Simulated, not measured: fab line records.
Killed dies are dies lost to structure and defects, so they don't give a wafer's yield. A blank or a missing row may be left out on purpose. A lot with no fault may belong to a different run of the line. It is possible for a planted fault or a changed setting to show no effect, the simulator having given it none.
Split-lot experiment ; flow berkeleyCmos170 ; route with 331 steps; 5 lots, 23 wafers read

== ON THE SPLIT ==
At UCB170_NLDD_COAT_01 (resist thk 900 nm), the setting resistThkNm was moved away from the recipe's 900 nm on 11 of the 23 wafers read, by -2.6% to +5.9%. This setting was run at the recipe's value on the other wafers.

== FROM THE SPLIT TO THE READING: what the file shows between them, 4 steps ==
- UCB170_NLDD_SOFTBAKE_02: time 60 s
- UCB170_NLDD_EXPOSE_03: exposes mask NSELECT, target cd 1200 nm
- UCB170_NLDD_PEB_04
- UCB170_NLDD_DEVELOP_05: develop time 45 s

== THE READING ==
cdNm at UCB170_NLDD_CD_MEAS_06, given in nm (cd target 1200 nm). Typical for fault-free wafers on this fab line: 1199.9 nm, with standard deviation 1.1 nm.

wafer;tool, chamber at the split;resistThkNm as run, nm;against the recipe;cdNm, nm;against lot-mates on the recipe
L076.1;lithoTrack-01, 0;948.7;+5.4%;1196.4;-2.1
L076.2;lithoTrack-01, 0;900;recipe;1198.5;-
L076.3;lithoTrack-01, 0;948.7;+5.4%;1195.9;-2.6
L076.4;lithoTrack-01, 0;900;recipe;1198.5;-
L076.6;lithoTrack-01, 0;948.7;+5.4%;1195.9;-2.6
L077.1;lithoTrack-02, 0;900;recipe;1203.1;-
L077.2;lithoTrack-02, 0;953.5;+5.9%;1200.4;-1.8
L077.4;lithoTrack-02, 0;900;recipe;1201.9;-
L077.5;lithoTrack-02, 0;953.5;+5.9%;1198.7;-3.5
L077.6;lithoTrack-02, 0;900;recipe;1201.6;-
L078.1;lithoTrack-04, 0;949.3;+5.5%;1198.7;-1.5
L078.2;lithoTrack-04, 0;949.3;+5.5%;1198.3;-2.0
L078.4;lithoTrack-04, 0;949.3;+5.5%;1198.1;-2.2
L078.5;lithoTrack-04, 0;900;recipe;1199.8;-
L078.6;lithoTrack-04, 0;900;recipe;1200.7;-
L082.1;lithoTrack-02, 0;900;recipe;1199.4;-
L082.3;lithoTrack-02, 0;900;recipe;1199.3;-
L082.4;lithoTrack-02, 0;900;recipe;1200.1;-
L083.1;lithoTrack-02, 0;876.9;-2.6%;1201.6;+1.1
L083.3;lithoTrack-02, 0;900;recipe;1200.0;-
L083.4;lithoTrack-02, 0;876.9;-2.6%;1201.8;+1.3
L083.5;lithoTrack-02, 0;876.9;-2.6%;1202.4;+2.0
L083.6;lithoTrack-02, 0;900;recipe;1200.9;-

THE FIT
A straight line over all 23 wafers: cdNm changes by -0.469 nm for each +1% of resistThkNm; r = -0.72; the points scatter about the line by 1.4 nm.
The same after taking each lot's own level away (the mean of its wafers on the recipe; 23 wafers): -0.436 nm for each +1%; r = -0.94; scatter 0.51 nm.
Per that fit: largest resistThkNm move, reading shift of 2.6 nm.
Across the lots, their own levels run from 1198.50 to 1202.20 nm, a range of 3.4 times the standard deviation given above.
So the lot-to-lot level blurs the effect unless lot-mates are compared.
Check: with one of the wafers moved furthest among these (+5.9%) left out of the fit, the line predicts -2.6 nm for it against its lot-mates. It came out at -1.8 nm against them.

== OTHER SPLITS ON THESE WAFERS ==
Note: prior to the reading, these wafers also went through further splits. Each is held against what the fit with the lots' levels taken away leaves over:
other split on the same wafers;wafers away from the commonest value;r with cdNm (lot level and that fit taken away)
UCB170_PLDD_EXPOSE_03 doseMj;11;+0.10

== THE WHOLE CHAIN: every reading that the file lists as answering this split, in the file's order ==
step;what it does;reading;change (the file's fit);r (the file's)
UCB170_NLDD_COAT_01;resist thk 900 nm;KrF_of_NLDD_COAT_01.thkNm (the simulator's own value, which no gauge read);+9.09 nm for each +1% of the setting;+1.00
UCB170_NLDD_CD_MEAS_06;target cd 1200 nm;cdNm;-0.425 nm for each +1% of the setting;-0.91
UCB170_NLDD_STRIP_10;strips in O2;stripTimeToEndpointS;withheld for each +1% of the setting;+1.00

== FILE'S OWN FIT ==
cdNm changes by -0.425 nm for each +1% of resistThkNm, r = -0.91.
